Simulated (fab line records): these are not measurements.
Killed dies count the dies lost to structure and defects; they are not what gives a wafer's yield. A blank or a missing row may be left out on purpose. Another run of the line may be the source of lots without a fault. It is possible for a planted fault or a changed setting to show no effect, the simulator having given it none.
A struck lot beside a sound one / flow rit-cmos / 15 out of 202 route steps
Sound: wafers L124.2, L124.5, L124.6. Struck: wafers L134.1, L134.5 (left out: L134.4, a lot-mate that was not struck); the cause follows at the end.
Per side, at each step with rows, come the tool, then ch with its chambers, and then its first start. Under that, the readings that differ: sound wafers / struck wafers / difference of the means / sigmas: that difference in standard deviations of wafers without a fault.
alike: same words and numbers on both sides, and readings whose means sit less than 2 such deviations apart. not compared: any withheld reading, any reading some wafer has no value for, any bound like >300 that may hide the same value, and any number with overlapping values for which the record gives no deviation.
Wherever a step has rows on one side only, a row that says differs or no value, or a row with sigmas, the two part there. When numbers do not overlap yet have no deviation, they are printed without sigmas and do not part them. A reading missing from all wafers of one side parts the sides only when that side holds two or more wafers.

RIT_M1_THK_MEAS_02: measures by xrf.
  sound: film-metro-03 at day 3 20:41; struck: film-metro-01 at day 5 23:01
  alike: M1_AL_THK
then, 6 steps without rows for these wafers: RIT_M1_HMDS_03 (prime time 60 s); RIT_M1_COAT_04 (resist thk 1300 nm); RIT_M1_SOFTBAKE_05 (time 60 s); RIT_M1_EXPOSE_06 (exposes mask M12, target cd 2600 nm); RIT_M1_PEB_07; RIT_M1_DEVELOP_08 (develop time 68 s).
RIT_M1_CD_MEAS_09: target cd 2600 nm.
  sound: cd-sem-01 at day 3 21:45; struck: cd-sem-02 at day 6 00:04
  alike: cd-nm
RIT_M1_OVL_MEAS_10:
  sound: overlay-01 at day 3 21:52; struck: overlay-02 at day 6 00:11
  alike: M1_OVL
then, 1 step without rows for these wafers: RIT_M1_HARDBAKE_11 (time 120 s).
RIT_M1_METAL_ETCH_12: etches Al in Cl2/BCl3, stops on SiO2, time 165 s, target depth 600 nm.
  sound on rie-metal-01 ch 0,1, day 3 22:08; struck on rie-metal-03 ch 0,1, day 6 00:29
reading=throttle-valve-pct (%); sound=8.34 8.37 8.36; struck=8.21 8.11; difference=-0.20; sigmas=-2
  alike: drypump-motor-current-A, oes-product-au
  not compared: rf-hours-counter-h
then, 1 step without rows for these wafers: RIT_M1_STRIP_13 (strips in nmp, time 600 s).
RIT_M1_STRIP_14: strips in O2, time 180 s.
  sound on plasma-asher-03 ch 0,1, day 3 22:29; struck on plasma-asher-01 ch 1, day 6 00:49
reading=drypump-motor-current-A (A); sound=5.8 5.8 5.7; struck=4.8 4.8; difference=-1.0; sigmas=-2
reading=run-length-s (s); sound=208.3 207.5 208.3; struck=160.6 160.2; difference=-47.6; sigmas=-99 or more
  not compared: rf-hours-counter-h
RIT_M1_CD_MEAS_90: target cd 2600 nm.
  sound: cd-sem-02 at day 3 22:41; struck: cd-sem-01 at day 6 00:59
  alike: cd-nm
RIT_M1_PROBE_99:
  sound: prober-02 at day 4 01:44; struck: prober-02 at day 6 03:28
  alike: defect-limited-yield, killed_at_M0_to_M3, killed-at-contacts, killed-at-front-end, killed-dies, killed-open, killed-short, sort_bin_3_pad_short, sort_bin_5_function, sort_bin_6_memory, sort-n-pass, sort-yield-pct

== WHERE THEY PART ==
Earliest at RIT_M1_METAL_ETCH_12; latest, in this record, at RIT_M1_STRIP_14. Later steps at which nothing parts them and some readings are alike: RIT_M1_CD_MEAS_90, RIT_M1_PROBE_99.

WHY: whatever the simulator had introduced
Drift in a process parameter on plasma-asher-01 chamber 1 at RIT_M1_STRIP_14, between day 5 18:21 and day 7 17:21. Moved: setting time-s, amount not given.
